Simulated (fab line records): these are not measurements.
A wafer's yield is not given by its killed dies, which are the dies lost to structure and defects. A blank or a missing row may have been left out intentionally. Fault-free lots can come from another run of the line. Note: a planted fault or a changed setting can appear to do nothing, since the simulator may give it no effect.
Which tool was responsible? | flow rit cmos | Sampling: 13 lots, 39 wafers, 2 of 202 route steps

## WHAT EACH GAUGE READ, for each wafer
RIT_ACTIVE_CD_MEAS_11 targets a cd of 1400 nm. Usual: cd nm at 1400.1 nm, with a standard deviation of 1.7.
lot  | measured    | on        | cd nm (nm)           | flag
L765 | day 1 15:10 | cd sem-01 | 1398.8 1397.3 1398.7 |
L766 | day 1 19:35 | cd sem-02 | 1400.9 1400.4 1400.7 |
L768 | day 2 05:34 | cd sem-02 | 1400.0 1399.8 1400.3 |
L770 | day 2 15:34 | cd sem-01 | 1401.1 1398.5 1400.3 |
L772 | day 3 01:46 | cd sem-02 | 1402.3 1403.3 1400.5 |
L774 | day 3 11:35 | cd sem-01 | 1401.4 1400.4 1402.7 |
L775 | day 3 16:26 | cd sem-01 | 1400.0 1399.6 1399.3 |
L776 | day 3 21:35 | cd sem-02 | 1402.7 1401.2 1401.2 |
L777 | day 4 02:58 | cd sem-01 | 1279.1 1280.3 1279.1 | OFF
L780 | day 4 17:28 | cd sem-02 | 1399.6 1398.4 1400.5 |
L781 | day 4 22:36 | cd sem-01 | 1400.6 1397.7 1399.5 |
L787 | day 6 05:21 | cd sem-02 | 1399.2 1398.0 1397.9 |
L788 | day 6 10:47 | cd sem-02 | 1401.8 1397.7 1402.8 |

## TOOL THAT RAN EACH LOT (tool first, then ch and the chambers of the sampled wafers, then the start)
lot  | RIT_ACTIVE_EXPOSE_08
L765 | iline stepper-02 ch 0, day 1 14:46
L766 | iline stepper-01 ch 0, day 1 19:11
L768 | iline stepper-01 ch 0, day 2 05:10
L770 | iline stepper-01 ch 0, day 2 15:10
L772 | iline stepper-02 ch 0, day 3 01:22
L774 | iline stepper-01 ch 0, day 3 11:11
L775 | iline stepper-01 ch 0, day 3 16:02
L776 | iline stepper-02 ch 0, day 3 21:11
L777 | iline stepper-02 ch 0, day 4 02:34
L780 | iline stepper-02 ch 0, day 4 17:04
L781 | iline stepper-01 ch 0, day 4 22:12
L787 | iline stepper-01 ch 0, day 6 04:52
L788 | iline stepper-02 ch 0, day 6 10:22
- RIT_ACTIVE_EXPOSE_08: exposes mask M1, target cd 1400 nm.

## AS READ BY THE TOOLS THEMSELVES (means over the sampled wafers that have a number; for cases with no such wafer, the mark the record gives instead)
The record holds no such reading with a usual standard deviation.

## THE ANSWER, worked out from the rows above alone
Rule: a lot counts as off when the mean over its wafers that have a number is more than 3 standard deviations away from the usual mean. Also off: a lot with no number at a reading for which 4 or more lots have one. Any other lot the step has rows for is counted as sound. The gauges are gone through in route order, then the tools' own readings, and for those a lot's mean is taken as printed above. The first step at which some lot is off is used, and at that step the reading that is off furthest; a lot without a number counts as furthest.
Off at RIT_ACTIVE_CD_MEAS_11 (cd nm): L777.
If a tool, at a process step before that reading, ran all the lots that are off and no sound lot after the first of them, it fits. Gauges at RIT_ACTIVE_CD_MEAS_11: tried the same way as those tools. None of those tried fits.

## WHAT WAS PUT IN BY THE SIMULATOR
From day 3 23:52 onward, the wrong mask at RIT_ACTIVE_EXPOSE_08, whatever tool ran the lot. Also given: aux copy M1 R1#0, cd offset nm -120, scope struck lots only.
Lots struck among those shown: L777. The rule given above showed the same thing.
